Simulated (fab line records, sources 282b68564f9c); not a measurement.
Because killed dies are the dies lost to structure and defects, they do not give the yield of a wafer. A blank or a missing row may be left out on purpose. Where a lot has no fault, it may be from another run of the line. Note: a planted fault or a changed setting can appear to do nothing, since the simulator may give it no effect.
The tool behind it: which one? -- flow ritCmos -- 21 wafers from 7 lots sampled at 2 of the route's 202 steps

## WHAT EACH GAUGE READ, for each wafer
RIT_ACTIVE_THK_MEAS_02.
lot,measured,on,ACTIVE_OXIDE_THK (nm)
L393,day 1 17:55,filmMetro-01,47.9 47.8 47.3
L395,day 2 04:29,filmMetro-01,45.2 46.0 46.1
L397,day 2 14:13,filmMetro-01,47.6 47.8 47.3
L402,day 3 14:34,filmMetro-03,72.1 72.6 72.3
L406,day 4 10:03,filmMetro-03,45.1 45.5 45.8
L409,day 5 02:14,filmMetro-03,45.8 45.7 45.7
L415,day 6 07:41,filmMetro-01,46.9 46.5 46.8

## WHICH TOOL RAN EACH LOT (tool, then ch and the chambers of the sampled wafers, then the start)
lot,RIT_ACTIVE_OXIDATION_01
L393,"furnace-01 ch 0, day 1 15:59"
L395,"furnace-03 ch 0, day 2 02:34"
L397,"furnace-01 ch 0, day 2 12:17"
L402,"furnace-03 ch 0, day 3 12:38"
L406,"furnace-01 ch 0, day 4 08:07"
L409,"furnace-01 ch 0, day 5 00:17"
L415,"furnace-04 ch 0, day 6 05:46"
- RIT_ACTIVE_OXIDATION_01: target thk 46.8 nm, ox time 3360 s.

## THE ANSWER, worked out from the rows above alone
Rule: the lots themselves supply what counts as usual. The widest of any qualifying gaps counts: lots, ordered by their means at a reading, are off when they make up no more than a third of the lots, leave a main group of 4 or more, and stand apart from it by 3 or more times the standard deviation of that group's means. The tables above print the reading to a certain number of digits; a main group whose means all agree to those digits is not used. A lot without any number at a reading at which 4 lots or more have one is off too. Any other lot the step has rows for is counted as sound.
Off: L402, seen at RIT_ACTIVE_THK_MEAS_02 (ACTIVE_OXIDE_THK). For the main group the mean is 46.5 nm and the standard deviation 0.89.
A tool fits if, at a process step before that reading, it ran every lot that is off, and no sound lot after the first of them. Those tools and the gauges at RIT_ACTIVE_THK_MEAS_02 are tried in the same way. One fits: furnace-03 at RIT_ACTIVE_OXIDATION_01. Its last sound lot is L395 (day 2 02:34), its first lot that is off L402 (day 3 12:38): a fault that began between those two fits.

## WHAT THE SIMULATOR HAD PUT IN
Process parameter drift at RIT_ACTIVE_OXIDATION_01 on furnace-03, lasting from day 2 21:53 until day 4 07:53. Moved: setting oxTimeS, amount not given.
Shown lots that were struck: L402. The rule above reached the same finding.
